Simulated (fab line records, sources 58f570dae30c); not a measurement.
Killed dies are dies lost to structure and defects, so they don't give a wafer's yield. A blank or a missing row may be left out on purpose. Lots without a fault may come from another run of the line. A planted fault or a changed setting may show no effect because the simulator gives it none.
One fault seen from 2 desks | flow berkeley_cmos170 | each desk has only its own numbers; what lay behind them comes last

THE METROLOGY DESK
What the gauges read, lot by lot, whatever tool the lot ran on: means of the sampled wafers that have a number. A lot is out of limits, marked OUT, if its mean lies more than 4 standard deviations from the usual mean; the brackets give that distance.
Columns: A = V1_OVL at UCB170_V1_OVL_MEAS_13, usual 1 nm
lot  | first seen here | A
L356 | day 8 02:10     | 4
L358 | day 8 07:11     | 1
L357 | day 8 07:28     | 12
L359 | day 8 10:56     | 4
L361 | day 9 05:24     | 2
L362 | day 9 13:17     | -10
L366 | day 10 07:40    | 4
L371 | day 11 07:47    | -1
L374 | day 11 16:37    | -0
L377 | day 12 00:08    | -0
L376 | day 12 00:32    | 6
L375 | day 12 00:50    | -4
This desk's finding: nothing out of limits on any of the 12 lots.

THE TOOL OWNER'S DESK: litho_track-04
The tool's own readings at UCB170_V1_DEVELOP_11 (develop time 45 s): means of the sampled wafers that have a number, for each lot that ran on this tool. A lot is out of limits, marked OUT, if its mean lies more than 4 standard deviations from the usual mean; the brackets give that distance.
Columns: A = chill_plate_temp_C at UCB170_V1_DEVELOP_11, usual 23.01 C
lot  | first seen here | A
L356 | day 8 01:00     | 23.12
L374 | day 11 16:00    | 22.89
This desk's finding: nothing out of limits on any of the 2 lots.

PUT TOGETHER
The metrology desk saw nothing out of limits.
The tool owner's desk saw nothing out of limits.

WHAT THE SIMULATOR HAD PUT IN
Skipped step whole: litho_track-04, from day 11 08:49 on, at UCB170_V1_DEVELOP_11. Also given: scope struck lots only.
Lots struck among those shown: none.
